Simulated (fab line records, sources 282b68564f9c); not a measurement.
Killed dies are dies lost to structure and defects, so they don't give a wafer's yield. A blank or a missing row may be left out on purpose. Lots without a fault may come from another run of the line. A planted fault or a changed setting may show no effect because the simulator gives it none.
Which tool did it? | flow rit_cmos | 13 lots, 39 wafers sampled, at 5 steps of a route of 202

WHAT THE GAUGES READ, wafer by wafer
The record holds no reading of a measuring or inspecting step that can be judged against a usual standard deviation.

WHICH TOOL RAN EACH LOT (tool, then ch and the chambers of the sampled wafers, then the start)
lot  | RIT_ACTIVE_ETCH_13                | RIT_NSD_STRIP_09                    | RIT_PSD_STRIP_09                    | RIT_SILICIDE_RTA_06             | RIT_M1_PROBE_99
L338 | rie_diel-01 ch 1,2,3, day 1 14:43 | plasma_asher-04 ch 0,1, day 2 22:34 | plasma_asher-02 ch 0,1, day 3 00:14 | rtp_anneal-02 ch 0, day 3 01:47 | -
L339 | rie_diel-02 ch 1,2, day 1 19:43   | plasma_asher-03 ch 0,1, day 3 04:59 | plasma_asher-02 ch 0,1, day 3 06:24 | rtp_anneal-01 ch 0, day 3 07:58 | -
L340 | rie_diel-02 ch 1,2,3, day 2 01:11 | plasma_asher-03 ch 0,1, day 3 09:52 | plasma_asher-02 ch 0,1, day 3 11:17 | rtp_anneal-02 ch 0, day 3 12:53 | -
L341 | rie_diel-03 ch 0,2,3, day 2 06:28 | plasma_asher-03 ch 0,1, day 3 15:26 | plasma_asher-01 ch 0,1, day 3 17:11 | rtp_anneal-01 ch 0, day 3 18:46 | -
L342 | rie_diel-01 ch 1,2,3, day 2 11:25 | plasma_asher-02 ch 1, day 3 19:40   | plasma_asher-02 ch 0,1, day 3 21:05 | rtp_anneal-02 ch 0, day 3 22:41 | -
L343 | rie_diel-02 ch 0,2,3, day 2 16:08 | plasma_asher-04 ch 0,1, day 3 23:50 | plasma_asher-01 ch 1, day 4 01:16   | rtp_anneal-01 ch 0, day 4 02:54 | -
L351 | rie_diel-03 ch 0,1,3, day 4 07:50 | plasma_asher-02 ch 0,1, day 5 16:19 | plasma_asher-01 ch 0,1, day 5 17:44 | rtp_anneal-01 ch 0, day 5 19:20 | -
L355 | rie_diel-01 ch 1,2, day 5 03:43   | plasma_asher-02 ch 0,1, day 6 11:45 | plasma_asher-01 ch 0,1, day 6 13:10 | rtp_anneal-01 ch 0, day 6 14:49 | -
L356 | rie_diel-02 ch 0,1,2, day 5 08:43 | plasma_asher-02 ch 0,1, day 6 17:21 | plasma_asher-02 ch 0,1, day 6 18:46 | rtp_anneal-02 ch 0, day 6 20:20 | -
L357 | rie_diel-03 ch 1,2,3, day 5 13:43 | plasma_asher-02 ch 0,1, day 6 23:04 | plasma_asher-02 ch 0,1, day 7 00:29 | rtp_anneal-01 ch 0, day 7 02:06 | -
L359 | rie_diel-02 ch 1,2, day 5 23:50   | plasma_asher-02 ch 0,1, day 7 07:56 | plasma_asher-02 ch 0,1, day 7 09:29 | rtp_anneal-01 ch 0, day 7 11:05 | prober-01, day 7 17:37
L360 | rie_diel-01 ch 0,1,3, day 6 05:32 | plasma_asher-04 ch 0,1, day 7 12:56 | plasma_asher-01 ch 0,1, day 7 14:22 | rtp_anneal-02 ch 0, day 7 15:58 | prober-02, day 7 22:31
L361 | rie_diel-01 ch 0,1,3, day 6 09:50 | plasma_asher-02 ch 0,1, day 7 17:28 | plasma_asher-01 ch 0,1, day 7 18:53 | rtp_anneal-01 ch 0, day 7 20:30 | -
- RIT_ACTIVE_ETCH_13: etches Si3N4 in SF6, stops on SiO2, time 210 s, target depth 210 nm.
- RIT_NSD_STRIP_09: strips in O2, time 180 s.
- RIT_PSD_STRIP_09: strips in O2, time 180 s.
- RIT_SILICIDE_RTA_06: time 10 s, ramp up 5 s, ramp down 10 s.
- RIT_M1_PROBE_99

WHAT THE TOOLS THEMSELVES READ (means of the sampled wafers that have a number; where no wafer has one, the mark that the record gives instead)
RIT_ACTIVE_ETCH_13.
lot  | tool        | chamber_pressure_mTorr (mTorr) | drypump_motor_current_A (A) | oes_product_au (a.u.) | throttle_valve_pct (%)
L338 | rie_diel-01 | 260.11                         | 5.4                         | 0.820                 | 7.48
L339 | rie_diel-02 | 259.89                         | 5.1                         | 0.830                 | 7.49
L340 | rie_diel-02 | 259.87                         | 5.1                         | 0.815                 | 7.57
L341 | rie_diel-03 | 260.01                         | 5.9                         | 0.803                 | 7.59
L342 | rie_diel-01 | 260.41                         | 5.4                         | 0.819                 | 7.49
L343 | rie_diel-02 | 216.84                         | 5.1                         | 0.820                 | 7.57
L351 | rie_diel-03 | 260.01                         | 6.2                         | 0.816                 | 7.54
L355 | rie_diel-01 | 260.07                         | 5.5                         | 0.834                 | 7.47
L356 | rie_diel-02 | 260.12                         | 5.3                         | 0.819                 | 7.56
L357 | rie_diel-03 | 260.08                         | 6.0                         | 0.808                 | 7.55
L359 | rie_diel-02 | 259.83                         | 5.1                         | 0.826                 | 7.50
L360 | rie_diel-01 | 260.04                         | 5.6                         | 0.813                 | 7.42
L361 | rie_diel-01 | 259.99                         | 5.6                         | 0.813                 | 7.43

RIT_NSD_STRIP_09.
lot  | tool            | chamber_pressure_mTorr (mTorr) | drypump_motor_current_A (A)
L338 | plasma_asher-04 | 3998                           | 5.0
L339 | plasma_asher-03 | 4001                           | 5.6
L340 | plasma_asher-03 | 3996                           | 5.6
L341 | plasma_asher-03 | 3999                           | 5.7
L342 | plasma_asher-02 | 4003                           | 6.6
L343 | plasma_asher-04 | 3999                           | 5.4
L351 | plasma_asher-02 | 4000                           | 6.2
L355 | plasma_asher-02 | 4002                           | 5.7
L356 | plasma_asher-02 | 4001                           | 5.7
L357 | plasma_asher-02 | 4002                           | 6.1
L359 | plasma_asher-02 | 4000                           | 6.2
L360 | plasma_asher-04 | 3997                           | 5.0
L361 | plasma_asher-02 | 4000                           | 6.2

RIT_PSD_STRIP_09.
lot  | tool            | chamber_pressure_mTorr (mTorr) | drypump_motor_current_A (A)
L338 | plasma_asher-02 | 4010                           | 6.2
L339 | plasma_asher-02 | 3997                           | 6.1
L340 | plasma_asher-02 | 4001                           | 5.7
L341 | plasma_asher-01 | 4002                           | 5.3
L342 | plasma_asher-02 | 4000                           | 6.1
L343 | plasma_asher-01 | 4003                           | 5.3
L351 | plasma_asher-01 | 4000                           | 5.3
L355 | plasma_asher-01 | 3999                           | 5.3
L356 | plasma_asher-02 | 4003                           | 6.1
L357 | plasma_asher-02 | 3997                           | 6.2
L359 | plasma_asher-02 | 4004                           | 5.7
L360 | plasma_asher-01 | 3996                           | 5.2
L361 | plasma_asher-01 | 3998                           | 5.3

RIT_SILICIDE_RTA_06.
lot  | tool          | wafer_temp_C_max
L338 | rtp_anneal-02 | 753.7
L339 | rtp_anneal-01 | 752.7
L340 | rtp_anneal-02 | 753.7
L341 | rtp_anneal-01 | 752.1
L342 | rtp_anneal-02 | 754.2
L343 | rtp_anneal-01 | 751.8
L351 | rtp_anneal-01 | 752.1
L355 | rtp_anneal-01 | 752.8
L356 | rtp_anneal-02 | 753.6
L357 | rtp_anneal-01 | 752.4
L359 | rtp_anneal-01 | 752.6
L360 | rtp_anneal-02 | 753.6
L361 | rtp_anneal-01 | 752.2

RIT_M1_PROBE_99.
lot  | tool      | killed_at_M0_to_M3 | killed_at_contacts | killed_at_front_end | killed_dies | killed_open | killed_short
L359 | prober-01 | 0.0                | 0.0                | 8                   | 8           | 3.7         | 4.3
L360 | prober-02 | 0.0                | 0.0                | 7                   | 7           | 2.7         | 4.0

THE ANSWER, worked out from the rows above alone
Rule: what is usual is taken from the lots themselves. Put in order of their means at a reading, lots are off if they are a third of the lots or fewer, leave a main group of 4 or more, and stand apart from it by a gap of 3 or more times the standard deviation of the main group's means; of several such gaps the widest counts. A main group whose means are all the same, to the digits that the tables above print for the reading, isn't used. A lot without any number at a reading at which 4 lots or more have one is off too. The other lots that the step has rows for count as sound. The gauges are gone through in route order, then the tools' own readings, and for those a lot's mean is taken as printed above. The first step at which some lot is off is used, and at that step the reading that is off furthest; a lot without a number counts as furthest.
Off: L343, at RIT_ACTIVE_ETCH_13 (chamber_pressure_mTorr). The main group: mean 260.04 mTorr, standard deviation 0.14.
A tool fits if, at that step or a process step before it, it ran every lot that is off, and no sound lot after the first of them. None of those tried fits.

WHAT THE SIMULATOR HAD PUT IN
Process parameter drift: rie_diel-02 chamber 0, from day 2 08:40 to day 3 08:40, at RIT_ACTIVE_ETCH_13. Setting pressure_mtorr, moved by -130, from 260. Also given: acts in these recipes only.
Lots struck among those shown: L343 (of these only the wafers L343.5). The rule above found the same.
